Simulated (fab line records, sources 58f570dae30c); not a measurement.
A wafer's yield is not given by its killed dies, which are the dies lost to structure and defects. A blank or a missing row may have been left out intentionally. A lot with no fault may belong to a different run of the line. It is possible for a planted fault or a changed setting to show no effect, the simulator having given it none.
2 desks looking at one fault    flow berkeleyCmos170    each desk has only its own numbers; what lay behind them comes last

== DESK OF THE TOOL OWNER: implanter-02 ==
The tool's own readings at UCB170_NLDD_IMPLANT_08, given as means over the sampled wafers that have a number, one for each lot that went through this tool. Marked OUT: a lot whose mean sits more than 4 standard deviations from the usual mean, which makes it out of limits; the brackets give that distance.
Columns: A = faradayCurrentUA at UCB170_NLDD_IMPLANT_08, usual 159; B = tiltDeg at UCB170_NLDD_IMPLANT_08, usual 6.999 degrees
lot   first seen here  A    B
L514  day 8 02:26      160  7.020
L515  day 8 05:36      159  7.002
L523  day 9 16:24      157  5.795 (-55) OUT
L524  day 10 01:56     159  5.858 (-52) OUT
This desk's finding: out of limits on L523, L524; first on L523, day 9 16:24 (tiltDeg at UCB170_NLDD_IMPLANT_08). Within limits: L514, L515.

== METROLOGY DESK ==
Lot by lot, what the gauges showed, no matter which tool ran the lot: averages of those sampled wafers that carry a number. Marked OUT: a lot whose mean sits more than 4 standard deviations from the usual mean, which makes it out of limits; the brackets give that distance.
Columns: A = GATE_OVL at UCB170_GATE_OVL_MEAS_13, usual -1 nm; B = cdNm at UCB170_NLDD_CD_MEAS_06, usual 1200.0 nm; C = cdNm at UCB170_NSD_CD_MEAS_06, usual 1199.9 nm; D = NLDD_RS at UCB170_SDANNEAL_RS_MEAS_05, usual 615.9 ohm/sq
lot   first seen here  A   B       C       D
L510  day 6 23:41      5   1201.0  1199.8  616.0
L514  day 7 21:24      5   1198.9  1198.5  620.0
L511  day 7 21:40      3   1199.9  1200.3  616.4
L512  day 7 21:57      -2  1199.6  1200.2  614.6
L513  day 7 22:05      -9  1199.2  1200.9  618.9
L515  day 8 00:50      -5  1201.3  1199.2  615.5
L516  day 8 01:08      -1  1200.5  1201.1  615.0
L523  day 9 10:11      6   1198.8  1199.3  607.5 (-4.9) OUT
L524  day 9 22:02      -9  1202.1  1199.7  608.6 (-4.3) OUT
L526  day 10 10:58     -2  1199.8  1199.3  613.5
L528  day 10 11:42     -2  1200.6  1199.0  614.6
L529  day 10 11:59     -6  1197.9  1200.1  616.1
L530  day 11 02:56     7   1199.1  1199.5  615.2
L532  day 11 03:16     1   1199.1  1202.2  615.4
Finding of this desk: L523, L524 out of limits, first seen on L523 at day 10 02:46 (NLDD_RS at UCB170_SDANNEAL_RS_MEAS_05). Within limits: L510, L514, L511, L512, L513, L515, L516, L526, L528, L529, L530, L532.

== PUT TOGETHER ==
The tool owner's desk had the chance to raise an alarm at day 9 16:24 on L523, L524.
The metrology desk could have raised an alarm at day 10 02:46, on L523, L524.
Of the lots named, all ran UCB170_NLDD_IMPLANT_08 on implanter-02.

== WHAT WAS PUT IN BY THE SIMULATOR ==
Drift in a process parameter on implanter-02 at UCB170_NLDD_IMPLANT_08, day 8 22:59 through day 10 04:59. The setting tiltDeg was moved by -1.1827, starting from 7. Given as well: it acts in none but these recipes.
Struck lots among those shown: L523, L524.
Time in hours from fault onset to the first out-of-limits reading at each desk: tool owner's desk 17, metrology desk 28.
